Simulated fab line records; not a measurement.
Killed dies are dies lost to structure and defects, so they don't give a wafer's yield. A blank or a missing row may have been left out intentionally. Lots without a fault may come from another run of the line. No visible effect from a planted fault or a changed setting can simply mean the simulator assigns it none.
Lot-split experiment / flow berkeley cmos170 / 5 lots, 23 wafers read, on a route of 331 steps

## SPLIT DETAILS
At UCB170_M2_METAL_ETCH_18 (etches Al in Cl2/BCl3, stops on SiO2, target depth 1170 nm, time 195 s), the setting icp w was moved away from the recipe's 600 W on 10 of the 23 wafers read, by -12.0% to +10.9%. This setting was run at the recipe's value on the other wafers.

There is no step in the file separating the split from the reading.

## THE READING
oes product au, in a.u., at UCB170_M2_STRIP_19 (strips in O2). Fault-free wafers of this fab line usually give 0.532 a.u., standard deviation 0.012 a.u.

wafer=L077.1; tool, chamber at the split=rie metal-03, 1; icp w as run, W=600; against the recipe=recipe; oes product au, a.u.=0.551; against lot-mates on the recipe=-
wafer=L077.4; tool, chamber at the split=rie metal-03, 1; icp w as run, W=600; against the recipe=recipe; oes product au, a.u.=0.549; against lot-mates on the recipe=-
wafer=L077.5; tool, chamber at the split=rie metal-03, 1; icp w as run, W=600; against the recipe=recipe; oes product au, a.u.=0.552; against lot-mates on the recipe=-
wafer=L079.2; tool, chamber at the split=rie metal-04, 1; icp w as run, W=564.4; against the recipe=-5.9%; oes product au, a.u.=0.573; against lot-mates on the recipe=+0.043
wafer=L079.3; tool, chamber at the split=rie metal-04, 0; icp w as run, W=600; against the recipe=recipe; oes product au, a.u.=0.521; against lot-mates on the recipe=-
wafer=L079.4; tool, chamber at the split=rie metal-04, 1; icp w as run, W=600; against the recipe=recipe; oes product au, a.u.=0.539; against lot-mates on the recipe=-
wafer=L079.5; tool, chamber at the split=rie metal-04, 0; icp w as run, W=564.4; against the recipe=-5.9%; oes product au, a.u.=0.566; against lot-mates on the recipe=+0.036
wafer=L079.6; tool, chamber at the split=rie metal-04, 1; icp w as run, W=564.4; against the recipe=-5.9%; oes product au, a.u.=0.578; against lot-mates on the recipe=+0.048
wafer=L081.1; tool, chamber at the split=rie metal-03, 0; icp w as run, W=600; against the recipe=recipe; oes product au, a.u.=0.523; against lot-mates on the recipe=-
wafer=L081.2; tool, chamber at the split=rie metal-03, 1; icp w as run, W=600; against the recipe=recipe; oes product au, a.u.=0.539; against lot-mates on the recipe=-
wafer=L081.4; tool, chamber at the split=rie metal-03, 1; icp w as run, W=562.8; against the recipe=-6.2%; oes product au, a.u.=0.572; against lot-mates on the recipe=+0.041
wafer=L081.5; tool, chamber at the split=rie metal-03, 0; icp w as run, W=562.8; against the recipe=-6.2%; oes product au, a.u.=0.551; against lot-mates on the recipe=+0.020
wafer=L081.6; tool, chamber at the split=rie metal-03, 1; icp w as run, W=562.8; against the recipe=-6.2%; oes product au, a.u.=0.577; against lot-mates on the recipe=+0.046
wafer=L084.1; tool, chamber at the split=rie metal-01, 0; icp w as run, W=600; against the recipe=recipe; oes product au, a.u.=0.523; against lot-mates on the recipe=-
wafer=L084.2; tool, chamber at the split=rie metal-01, 1; icp w as run, W=600; against the recipe=recipe; oes product au, a.u.=0.552; against lot-mates on the recipe=-
wafer=L084.3; tool, chamber at the split=rie metal-01, 1; icp w as run, W=528.2; against the recipe=-12.0%; oes product au, a.u.=0.619; against lot-mates on the recipe=+0.083
wafer=L084.5; tool, chamber at the split=rie metal-01, 0; icp w as run, W=600; against the recipe=recipe; oes product au, a.u.=0.532; against lot-mates on the recipe=-
wafer=L084.6; tool, chamber at the split=rie metal-01, 1; icp w as run, W=528.2; against the recipe=-12.0%; oes product au, a.u.=0.621; against lot-mates on the recipe=+0.085
wafer=L085.1; tool, chamber at the split=rie metal-03, 0; icp w as run, W=600; against the recipe=recipe; oes product au, a.u.=0.515; against lot-mates on the recipe=-
wafer=L085.3; tool, chamber at the split=rie metal-03, 0; icp w as run, W=665.4; against the recipe=+10.9%; oes product au, a.u.=0.447; against lot-mates on the recipe=-0.076
wafer=L085.4; tool, chamber at the split=rie metal-03, 1; icp w as run, W=600; against the recipe=recipe; oes product au, a.u.=0.529; against lot-mates on the recipe=-
wafer=L085.5; tool, chamber at the split=rie metal-03, 0; icp w as run, W=600; against the recipe=recipe; oes product au, a.u.=0.524; against lot-mates on the recipe=-
wafer=L085.6; tool, chamber at the split=rie metal-03, 1; icp w as run, W=665.4; against the recipe=+10.9%; oes product au, a.u.=0.473; against lot-mates on the recipe=-0.050

THE FIT
A straight line over all 23 wafers: oes product au changes by -0.00669 a.u. for each +1% of icp w; r = -0.95; the points scatter about the line by 0.012 a.u.
The same after taking each lot's own level away (the mean of its wafers on the recipe; 23 wafers): -0.00637 a.u. for each +1%; r = -0.97; scatter 0.0095 a.u.
On that fit, the largest move of icp w shifts the reading by 0.076 a.u.
The span of the lots' own levels, 0.5227 to 0.5507 a.u., comes to 2.3 times the standard deviation stated above.
Hence the lot-to-lot level has little effect on the slope; both slopes agree.
Check: with one of the wafers moved furthest among these (-12.0%) left out of the fit, the line predicts +0.0762 a.u. for it against its lot-mates. Against them it came out at +0.0833 a.u.
Tool readings at the split's step, against how far the setting was moved: oes product au r = -0.10.

## OTHER SPLITS APPLIED TO THESE WAFERS
Note: prior to the reading, these wafers also went through further splits. Each is held against what the fit with the lots' levels taken away leaves over:
other split on the same wafers=UCB170_PLDD_COAT_01 resist thk nm; wafers away from the commonest value=9; r with oes product au (lot level and that fit taken away)=+0.14
other split on the same wafers=UCB170_PLDD_DEVELOP_05 dev temp c; wafers away from the commonest value=10; r with oes product au (lot level and that fit taken away)=+0.15
other split on the same wafers=UCB170_PSD_PEB_04 peb temp c; wafers away from the commonest value=5; r with oes product au (lot level and that fit taken away)=-0.10
other split on the same wafers=UCB170_NSD_EXPOSE_03 dose mj; wafers away from the commonest value=9; r with oes product au (lot level and that fit taken away)=-0.29
other split on the same wafers=UCB170_BACKSIDE_STRIP_03 power w; wafers away from the commonest value=6; r with oes product au (lot level and that fit taken away)=+0.14
other split on the same wafers=UCB170_CONTACT_CVD_01 sih4 flow sccm; wafers away from the commonest value=15; r with oes product au (lot level and that fit taken away)=+0.00
other split on the same wafers=UCB170_CONTACT_ETCH_18 time s; wafers away from the commonest value=6; r with oes product au (lot level and that fit taken away)=-0.29
other split on the same wafers=UCB170_M2_SPUTTER_01 power w; wafers away from the commonest value=8; r with oes product au (lot level and that fit taken away)=-0.12

## THE WHOLE CHAIN: every reading that the file lists as answering this split, in the file's order
step=UCB170_M2_METAL_ETCH_18; what it does=etches Al in Cl2/BCl3, stops on SiO2, target depth 1170 nm, time 195 s; reading=KrF_of_M2_COAT_10.thk nm (the simulator's own value, which no gauge read); change (the file's fit)=-5.87 nm for each +1% of the setting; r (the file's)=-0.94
step=UCB170_M2_STRIP_19; what it does=strips in O2; reading=oes product au; change (the file's fit)=-0.00644 a.u. for each +1% of the setting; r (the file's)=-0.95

## FILE'S OWN FIT
oes product au changes by -0.00644 a.u. for each +1% of icp w, r = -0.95.
